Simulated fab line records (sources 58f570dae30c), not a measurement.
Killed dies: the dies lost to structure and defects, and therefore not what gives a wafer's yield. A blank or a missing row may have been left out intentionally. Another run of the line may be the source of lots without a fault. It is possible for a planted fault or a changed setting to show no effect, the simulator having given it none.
Which tool is to blame?	flow berkeleyCmos170	14 lots with 42 wafers sampled at 5 steps, on a route of 331 steps

== WHAT THE GAUGES READ, wafer by wafer ==
UCB170_PFIELD_OVL_MEAS_06. Usual: PFIELD_OVL 0 nm, standard deviation 5.5.
lot	measured	on	PFIELD_OVL (nm)	flag
L843	day 4 17:43	overlay-01	-7 -12 -6	
L844	day 5 05:50	overlay-01	-1 -2 -5	
L842	day 5 06:07	overlay-01	-2 -1 -6	
L845	day 5 10:17	overlay-01	-4 6 2	
L846	day 5 10:20	overlay-02	11 0 7	
L848	day 6 01:13	overlay-02	-3 3 3	
L850	day 6 15:32	overlay-01	-9 6 4	
L849	day 6 15:48	overlay-02	-4 3 6	
L854	day 7 06:40	overlay-02	9 8 4	
L856	day 7 18:47	overlay-01	3 -1 3	
L858	day 8 05:04	overlay-02	-2 5 -4	
L862	day 9 00:05	overlay-01	5 9 6	
L863	day 9 00:28	overlay-02	6 -2 -5	
L865	day 9 17:44	overlay-02	-3 -4 -4	

UCB170_PFIELD_TW_MEAS_09. Usual: PFIELD_TW 604, standard deviation 3.
lot	measured	on	PFIELD_TW	flag
L843	day 4 18:00	filmMetro-04	612 610 609	
L844	day 5 06:07	filmMetro-02	602 603 603	
L842	day 5 06:25	filmMetro-04	602 604 602	
L845	day 5 10:34	filmMetro-04	602 601 605	
L846	day 5 10:38	filmMetro-02	604 604 604	
L848	day 6 01:29	filmMetro-02	597 602 603	
L850	day 6 15:49	filmMetro-04	604 604 606	
L849	day 6 16:07	filmMetro-01	603 601 602	
L854	day 7 06:56	filmMetro-01	605 604 600	
L856	day 7 19:13	filmMetro-04	64 63 63	OFF
L858	day 8 05:22	filmMetro-01	61 61 60	OFF
L862	day 9 00:22	filmMetro-02	604 609 605	
L863	day 9 00:46	filmMetro-02	603 604 605	
L865	day 9 18:02	filmMetro-04	603 600 603	

UCB170_FIELD_THK_MEAS_90. Usual: FIELD_OXIDE_LEFT_1_THK 439 nm, standard deviation 9.9.
lot	measured	on	FIELD_OXIDE_LEFT_1_THK (nm)	flag
L843	day 5 07:51	filmMetro-01	450 439 443	
L844	day 5 23:15	filmMetro-04	442 447 440	
L842	day 5 23:25	filmMetro-03	424 423 426	
L845	day 5 23:22	filmMetro-04	438 420 419	
L846	day 5 23:19	filmMetro-04	422 431 434	
L848	day 6 22:52	filmMetro-03	439 460 454	
L850	day 7 08:31	filmMetro-04	438 437 442	
L849	day 7 08:31	filmMetro-03	440 443 448	
L854	day 7 20:08	filmMetro-04	451 465 453	
L856	day 8 11:23	filmMetro-04	444 446 443	
L858	day 8 22:08	filmMetro-04	443 460 447	
L862	day 9 21:19	filmMetro-03	445 445 449	
L863	day 9 21:18	filmMetro-04	438 432 429	
L865	day 10 10:20	filmMetro-03	435 438 422	

== TOOL THAT RAN EACH LOT (tool first, then ch and the chambers of the sampled wafers, then the start) ==
lot	UCB170_ACTIVE_STRIP_16	UCB170_PFIELD_DEVELOP_05
L843	plasmaAsher-02 ch 0,1, day 4 16:28	lithoTrack-01 ch 0, day 4 17:00
L844	plasmaAsher-03 ch 0, day 5 00:53	lithoTrack-01 ch 0, day 5 05:00
L842	plasmaAsher-04 ch 0,1, day 5 00:57	lithoTrack-01 ch 0, day 5 06:00
L845	plasmaAsher-03 ch 0,1, day 5 07:42	lithoTrack-02 ch 0, day 5 10:00
L846	plasmaAsher-04 ch 0,1, day 5 08:05	lithoTrack-01 ch 0, day 5 10:00
L848	plasmaAsher-02 ch 0,1, day 5 23:56	lithoTrack-03 ch 0, day 6 01:00
L850	plasmaAsher-03 ch 0,1, day 6 13:06	lithoTrack-02 ch 0, day 6 15:00
L849	plasmaAsher-03 ch 0, day 6 13:29	lithoTrack-02 ch 0, day 6 15:00
L854	plasmaAsher-03 ch 0,1, day 7 05:18	lithoTrack-03 ch 0, day 7 06:00
L856	plasmaAsher-02 ch 0,1, day 7 16:20	lithoTrack-02 ch 0, day 7 18:00
L858	plasmaAsher-03 ch 0,1, day 8 02:38	lithoTrack-02 ch 0, day 8 04:00
L862	plasmaAsher-03 ch 0,1, day 8 22:16	lithoTrack-03 ch 0, day 8 23:00
L863	plasmaAsher-04 ch 0,1, day 8 22:31	lithoTrack-01 ch 0, day 9 00:00
L865	plasmaAsher-03 ch 0,1, day 9 15:28	lithoTrack-01 ch 0, day 9 17:00
- UCB170_ACTIVE_STRIP_16: strips in O2.
- UCB170_PFIELD_DEVELOP_05: develop time 45 s.

== AS READ BY THE TOOLS THEMSELVES (means over the sampled wafers that have a number; for cases with no such wafer, the mark the record gives instead) ==
UCB170_ACTIVE_STRIP_16. Usual: drypumpMotorCurrentA 5.77 A, standard deviation 0.27; oesProductAu 0.721 a.u., standard deviation 0.0049; stripTimeToEndpointS 18.12 s, standard deviation 0.085.
lot	tool	drypumpMotorCurrentA (A)	oesProductAu (a.u.)	stripTimeToEndpointS (s)	flag
L843	plasmaAsher-02	5.94	0.721	18.12	
L844	plasmaAsher-03	5.62	0.720	18.16	
L842	plasmaAsher-04	5.92	0.716	18.02	
L845	plasmaAsher-03	5.59	0.721	18.16	
L846	plasmaAsher-04	5.80	0.720	18.12	
L848	plasmaAsher-02	6.15	0.720	18.17	
L850	plasmaAsher-03	5.57	0.723	18.19	
L849	plasmaAsher-03	5.61	0.726	18.13	
L854	plasmaAsher-03	5.58	0.720	18.19	
L856	plasmaAsher-02	5.92	0.718	18.10	
L858	plasmaAsher-03	5.60	0.724	18.02	
L862	plasmaAsher-03	5.55	0.724	18.10	
L863	plasmaAsher-04	5.78	0.720	18.10	
L865	plasmaAsher-03	5.56	0.724	18.20	

UCB170_PFIELD_DEVELOP_05. Usual: resistLineTempC 23.02 C, standard deviation 0.11.
lot	tool	resistLineTempC (C)	flag
L843	lithoTrack-01	22.95	
L844	lithoTrack-01	23.02	
L842	lithoTrack-01	22.91	
L845	lithoTrack-02	22.98	
L846	lithoTrack-01	22.92	
L848	lithoTrack-03	23.05	
L850	lithoTrack-02	22.94	
L849	lithoTrack-02	23.00	
L854	lithoTrack-03	23.10	
L856	lithoTrack-02	23.18	
L858	lithoTrack-02	23.04	
L862	lithoTrack-03	23.10	
L863	lithoTrack-01	23.06	
L865	lithoTrack-01	23.08	

== THE ANSWER, worked out from the rows above alone ==
Rule: lot off if the mean of its wafers having a number is beyond 3 standard deviations from the usual mean. A lot without any number at a reading at which 4 lots or more have one is off too. Where the step has rows for the other lots, those lots are counted as sound. After the gauges, taken in route order, come the tools' own readings; for these a lot's mean is taken, as printed above. At the first step where some lot is off, the reading lying furthest off is the one used; lots without a number count as furthest.
Off: at UCB170_PFIELD_TW_MEAS_09 (PFIELD_TW), L856, L858.
A tool fits if, at a process step before that reading, it ran every lot that is off, and no sound lot after the first of them. Those tools and the gauges at UCB170_PFIELD_TW_MEAS_09 are tried in the same way. One fits: lithoTrack-02 at UCB170_PFIELD_DEVELOP_05. Its last sound lot is L850 (day 6 15:00), its first lot that is off L856 (day 7 18:00): a fault that began between those two fits.

== WHAT THE SIMULATOR PUT IN ==
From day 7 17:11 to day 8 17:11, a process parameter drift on lithoTrack-02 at UCB170_PFIELD_DEVELOP_05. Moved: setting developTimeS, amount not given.
Shown lots that were struck: L856, L858. The rule above reached the same finding.
